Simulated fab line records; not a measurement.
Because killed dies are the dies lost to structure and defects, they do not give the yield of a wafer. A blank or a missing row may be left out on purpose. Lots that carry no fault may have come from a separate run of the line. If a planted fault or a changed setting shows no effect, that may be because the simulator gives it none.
What tool caused it?	flow berkeley_cmos170	Sampling: 7 lots, 21 wafers, 2 of 331 route steps

WHAT THE GAUGES READ, wafer by wafer
UCB170_V2_CD_MEAS_90: the cd target is 700 nm.
lot	measured	on	cd_nm (nm)
L878	day 9 04:01	cd_sem-01	700.6 700.2 701.2
L881	day 9 13:53	cd_sem-02	698.2 700.4 699.8
L882	day 10 13:53	cd_sem-02	703.5 703.3 703.4
L884	day 11 16:29	cd_sem-01	700.6 700.9 700.7
L887	day 11 17:30	cd_sem-01	700.9 701.6 702.7
L894	day 12 09:59	cd_sem-02	701.3 703.0 701.0
L898	day 13 11:22	cd_sem-01	701.7 698.7 698.9

TOOL THAT RAN EACH LOT (tool first, then ch and the chambers of the sampled wafers, then the start)
lot	UCB170_V2_STRIP_15
L878	plasma_asher-01 ch 0,1, day 9 03:53
L881	plasma_asher-03 ch 0,1, day 9 13:47
L882	plasma_asher-02 ch 0,1, day 10 13:46
L884	plasma_asher-03 ch 0,1, day 11 16:22
L887	plasma_asher-03 ch 0,1, day 11 17:23
L894	plasma_asher-03 ch 0,1, day 12 09:53
L898	plasma_asher-01 ch 0,1, day 13 11:15
- UCB170_V2_STRIP_15: strips in O2.

THE ANSWER, worked out from the rows above alone
Rule: usual is defined by the lots themselves. The widest of any qualifying gaps counts: lots, ordered by their means at a reading, are off when they make up no more than a third of the lots, leave a main group of 4 or more, and stand apart from it by 3 or more times the standard deviation of that group's means. If all means in a main group match to the digits the tables above print for the reading, that group is not used. Also off: a lot with no number at a reading for which 4 or more lots have one. The other lots that the step has rows for count as sound.
No lot is off on any of the readings shown, so nothing can be concluded from this.

WHAT THE SIMULATOR HAD PUT IN
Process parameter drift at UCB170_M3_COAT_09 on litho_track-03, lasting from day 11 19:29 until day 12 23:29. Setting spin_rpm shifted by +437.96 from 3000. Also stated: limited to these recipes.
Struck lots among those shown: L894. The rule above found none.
